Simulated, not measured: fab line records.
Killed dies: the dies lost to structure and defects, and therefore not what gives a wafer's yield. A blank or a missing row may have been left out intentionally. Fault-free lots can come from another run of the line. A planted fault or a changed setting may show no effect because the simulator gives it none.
A sampling plan put to the test -- flow berkeley cmos170 -- each of the 10 faults these records tell of, on one fab line, judged from the records of the lots it struck
Plan = the line's own looks (route steps where a gauge or an inspection reads the wafer without altering it). Where struck wafers have a number at a look and the file lists that look's usual mean and standard deviation on fault-free wafers, the look can be judged. Caught: the struck wafers' mean, at a look after the fault's first step, is 4 or more of those standard deviations (sigma) away from the usual mean. On the tool: the identical test, applied to the tool's own readings at the steps of the fault. It also counts as caught if the struck wafers ran another recipe or if their record alone is blank.

THE FAULTS, as the simulator had put them in
1. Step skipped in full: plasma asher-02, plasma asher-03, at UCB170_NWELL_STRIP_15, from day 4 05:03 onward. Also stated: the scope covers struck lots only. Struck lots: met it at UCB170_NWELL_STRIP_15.
2. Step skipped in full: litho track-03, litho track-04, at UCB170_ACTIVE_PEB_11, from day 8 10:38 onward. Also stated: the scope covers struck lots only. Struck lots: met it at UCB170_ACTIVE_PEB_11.
3. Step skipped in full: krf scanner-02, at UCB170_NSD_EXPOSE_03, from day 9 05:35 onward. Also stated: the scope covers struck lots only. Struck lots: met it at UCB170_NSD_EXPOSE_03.
4. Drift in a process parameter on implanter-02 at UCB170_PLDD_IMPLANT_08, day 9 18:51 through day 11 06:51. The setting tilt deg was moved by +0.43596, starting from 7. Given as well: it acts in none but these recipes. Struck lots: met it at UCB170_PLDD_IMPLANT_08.
5. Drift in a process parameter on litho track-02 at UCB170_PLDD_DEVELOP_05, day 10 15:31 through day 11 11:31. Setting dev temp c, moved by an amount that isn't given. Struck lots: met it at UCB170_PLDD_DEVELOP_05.
6. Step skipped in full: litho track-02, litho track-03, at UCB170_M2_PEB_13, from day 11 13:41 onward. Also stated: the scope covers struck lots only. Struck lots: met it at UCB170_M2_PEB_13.
7. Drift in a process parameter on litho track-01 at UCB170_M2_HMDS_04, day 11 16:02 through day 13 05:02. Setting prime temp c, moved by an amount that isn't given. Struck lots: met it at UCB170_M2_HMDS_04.
8. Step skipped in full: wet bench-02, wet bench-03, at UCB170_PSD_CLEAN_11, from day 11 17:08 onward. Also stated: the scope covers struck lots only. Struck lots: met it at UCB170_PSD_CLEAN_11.
9. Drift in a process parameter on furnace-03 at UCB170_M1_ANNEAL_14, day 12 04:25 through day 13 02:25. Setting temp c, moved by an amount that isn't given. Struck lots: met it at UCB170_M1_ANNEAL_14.
10. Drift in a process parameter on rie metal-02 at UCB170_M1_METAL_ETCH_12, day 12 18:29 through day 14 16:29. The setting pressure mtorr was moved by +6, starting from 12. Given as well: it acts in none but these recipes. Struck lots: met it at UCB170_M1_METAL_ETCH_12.

WHAT THE PLAN SAW
fault,on the tool itself,first look that catches it,"reading, sigma",median hours from its first step to that look,hours from the fault's start to the first struck lot there,judged looks passed uncaught
1,the tool's record is blank for the struck wafers,no look after it can be judged,-,-,-,0
2,the tool's record is blank for the struck wafers,no look after it can be judged,-,-,-,0
3,no reading that can be judged,no look after it can be judged,-,-,-,0
4,tilt deg +21 sigma,no look after it can be judged,-,-,-,0
5,developer temp C +18 sigma,not the one look that can be judged after it,-,-,-,1
6,the tool's record is blank for the struck wafers,no look after it can be judged,-,-,-,0
7,prime temp c +5.5 sigma,not the one look that can be judged after it,-,-,-,1
8,the tool's record is blank for the struck wafers,not the one look that can be judged after it,-,-,-,1
9,tube center temp C +99 or beyond sigma,no look after it can be judged,-,-,-,0
10,chamber pressure mTorr +99 or beyond sigma,no look after it can be judged,-,-,-,0
A dash: the fault isn't caught, or these records don't give the number.

Caught at a look: 0 of 10. Caught on the tool: 9 of 10. By one or the other: 9 of 10.
Caught on the tool alone: faults 1, 2, 4, 5, 6, 7, 8, 9, 10.
Caught by neither: fault 3.
